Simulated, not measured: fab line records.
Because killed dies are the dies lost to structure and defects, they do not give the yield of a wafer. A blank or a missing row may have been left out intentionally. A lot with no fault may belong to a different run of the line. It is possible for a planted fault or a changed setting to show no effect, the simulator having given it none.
2 desks looking at one fault + flow berkeleyCmos170 + each desk has only its own numbers; what lay behind them comes last

== FOR THE TOOL OWNER'S DESK: rieDiel-01 ==
The tool's own readings at UCB170_M3_ETCH_17 (etches BARC in N2/H2): means of the sampled wafers that have a number, for each lot that ran on this tool. If a lot's mean is further than 4 standard deviations from the usual mean, the lot is out of limits and carries the mark OUT (the distance appears in the brackets).
Columns: A = drypumpMotorCurrentA at UCB170_M3_ETCH_17, usual 5.8 A; B = oesProductAu at UCB170_M3_ETCH_17, usual 0.984 a.u.; C = rfFwdPowerW at UCB170_M3_ETCH_17, usual 494.4 W; D = throttleValvePct at UCB170_M3_ETCH_17, usual 13.35 %
| lot  | first seen here | A   | B     | C     | D     |
|------|-----------------|-----|-------|-------|-------|
| L868 | day 8 05:24     | 5.5 | 0.975 | 494.2 | 13.50 |
| L873 | day 9 07:52     | 5.7 | 0.973 | 496.6 | 13.30 |
| L882 | day 11 08:33    | 5.9 | 0.973 | 495.2 | 13.23 |
| L889 | day 12 05:22    | 5.7 | 0.997 | 495.7 | 13.36 |
This desk found nothing out of limits on any of the 4 lots.

== FROM THE METROLOGY DESK ==
Means of the sampled wafers that have a number, per lot and without regard to the tool the lot ran on: this is what the gauges read. If a lot's mean is further than 4 standard deviations from the usual mean, the lot is out of limits and carries the mark OUT (the distance appears in the brackets).
Columns: A = ACTIVE_NITRIDE_THK at UCB170_ACTIVE_THK_MEAS_06, usual 220.2 nm
| lot  | first seen here | A     |
|------|-----------------|-------|
| L867 | day 4 03:42     | 218.2 |
| L868 | day 4 10:26     | 218.3 |
| L869 | day 5 01:22     | 221.0 |
| L870 | day 5 01:22     | 222.7 |
| L871 | day 5 15:41     | 218.1 |
| L872 | day 5 15:41     | 220.2 |
| L873 | day 5 23:11     | 223.5 |
| L875 | day 6 09:01     | 222.1 |
| L877 | day 6 09:05     | 224.6 |
| L880 | day 7 11:50     | 221.0 |
| L882 | day 7 13:44     | 218.4 |
| L885 | day 8 08:13     | 219.5 |
| L889 | day 8 20:08     | 220.8 |
This desk found nothing out of limits on any of the 13 lots.

== TAKEN TOGETHER ==
The desk of the tool owner found nothing out of limits.
From the metrology desk's view, nothing was out of limits.

== WHAT HAD BEEN PUT IN BY THE SIMULATOR ==
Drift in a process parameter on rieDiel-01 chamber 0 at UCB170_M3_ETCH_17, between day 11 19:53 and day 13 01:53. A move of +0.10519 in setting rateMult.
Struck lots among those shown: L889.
